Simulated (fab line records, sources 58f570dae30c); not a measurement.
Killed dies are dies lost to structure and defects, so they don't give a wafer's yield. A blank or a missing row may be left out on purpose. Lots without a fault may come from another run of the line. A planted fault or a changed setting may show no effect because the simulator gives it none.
Split-lot experiment | flow berkeley_cmos170 | 5 lots, 27 wafers read, on a route of 331 steps

THE SPLIT
At UCB170_NSD_DEVELOP_05 (develop time 45 s), the setting develop_time_s was moved away from the recipe's 45 s on 9 of the 27 wafers read, by -55.8% to +44.6%. The other wafers ran this setting at the recipe's value.

The file shows no step between the split and the reading.

THE READING
cd_nm, in nm, at UCB170_NSD_CD_MEAS_06 (target cd 1200 nm). Fault-free wafers of this fab line usually give 1200.6 nm, standard deviation 1.4 nm.

wafer  | tool, chamber at the split | develop_time_s as run, s | against the recipe | cd_nm, nm | against lot-mates on the recipe
L074.1 | litho_track-04, 0          | 45                       | recipe             | 1200.5    | -
L074.2 | litho_track-04, 0          | 45                       | recipe             | 1200.7    | -
L074.3 | litho_track-04, 0          | 45                       | recipe             | 1201.4    | -
L074.4 | litho_track-04, 0          | 45                       | recipe             | 1201.1    | -
L074.5 | litho_track-04, 0          | 45                       | recipe             | 1200.9    | -
L074.6 | litho_track-04, 0          | 45                       | recipe             | 1202.3    | -
L076.1 | litho_track-01, 0          | 45                       | recipe             | 1201.9    | -
L076.2 | litho_track-01, 0          | 45                       | recipe             | 1201.3    | -
L076.3 | litho_track-01, 0          | 45                       | recipe             | 1200.9    | -
L076.4 | litho_track-01, 0          | 19.89                    | -55.8%             | 1194.2    | -7.2
L076.5 | litho_track-01, 0          | 19.89                    | -55.8%             | 1194.1    | -7.3
L076.6 | litho_track-01, 0          | 19.89                    | -55.8%             | 1196.0    | -5.4
L075.1 | litho_track-02, 0          | 58.15                    | +29.2%             | 1202.1    | +2.4
L075.2 | litho_track-02, 0          | 45                       | recipe             | 1198.5    | -
L075.3 | litho_track-02, 0          | 45                       | recipe             | 1201.1    | -
L075.4 | litho_track-02, 0          | 45                       | recipe             | 1199.4    | -
L075.5 | litho_track-02, 0          | 58.15                    | +29.2%             | 1202.0    | +2.3
L075.6 | litho_track-02, 0          | 58.15                    | +29.2%             | 1200.8    | +1.1
L079.1 | litho_track-02, 0          | 45                       | recipe             | 1200.6    | -
L079.2 | litho_track-02, 0          | 65.09                    | +44.6%             | 1202.5    | +2.0
L079.3 | litho_track-02, 0          | 65.09                    | +44.6%             | 1202.5    | +2.0
L079.4 | litho_track-02, 0          | 65.09                    | +44.6%             | 1204.3    | +3.8
L079.5 | litho_track-02, 0          | 45                       | recipe             | 1200.4    | -
L079.6 | litho_track-02, 0          | 45                       | recipe             | 1200.4    | -
L081.3 | litho_track-01, 0          | 45                       | recipe             | 1198.5    | -
L081.4 | litho_track-01, 0          | 45                       | recipe             | 1198.7    | -
L081.6 | litho_track-01, 0          | 45                       | recipe             | 1199.1    | -

THE FIT
A straight line over all 27 wafers: cd_nm changes by +0.08 nm for each +1% of develop_time_s; r = +0.88; the points scatter about the line by 1.2 nm.
The same after taking each lot's own level away (the mean of its wafers on the recipe; 27 wafers): +0.0924 nm for each +1%; r = +0.93; scatter 0.93 nm.
On that fit, the largest move of develop_time_s shifts the reading by 5.2 nm.
The lots' own levels span 1198.77 to 1201.37 nm, that is 1.9 times the standard deviation above.
So the lot-to-lot level changes the slope: the two fits differ.
Check: with one of the wafers moved furthest among these (-55.8%) left out of the fit, the line predicts -5.1 nm for it against its lot-mates. It came out at -7.17 nm against them.

OTHER SPLITS ON THESE WAFERS
These wafers also went through other splits before the reading. Each is held against what the fit with the lots' levels taken away leaves over:
other split on the same wafers      | wafers away from the commonest value | r with cd_nm (lot level and that fit taken away)
UCB170_START_OXIDATION_02 ox_time_s | 18                                   | +0.01
UCB170_SPACER_CVD_00 time_s         | 6                                    | -0.17

THE FILE'S OWN FIT
cd_nm changes by +0.091 nm for each +1% of develop_time_s, r = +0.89.
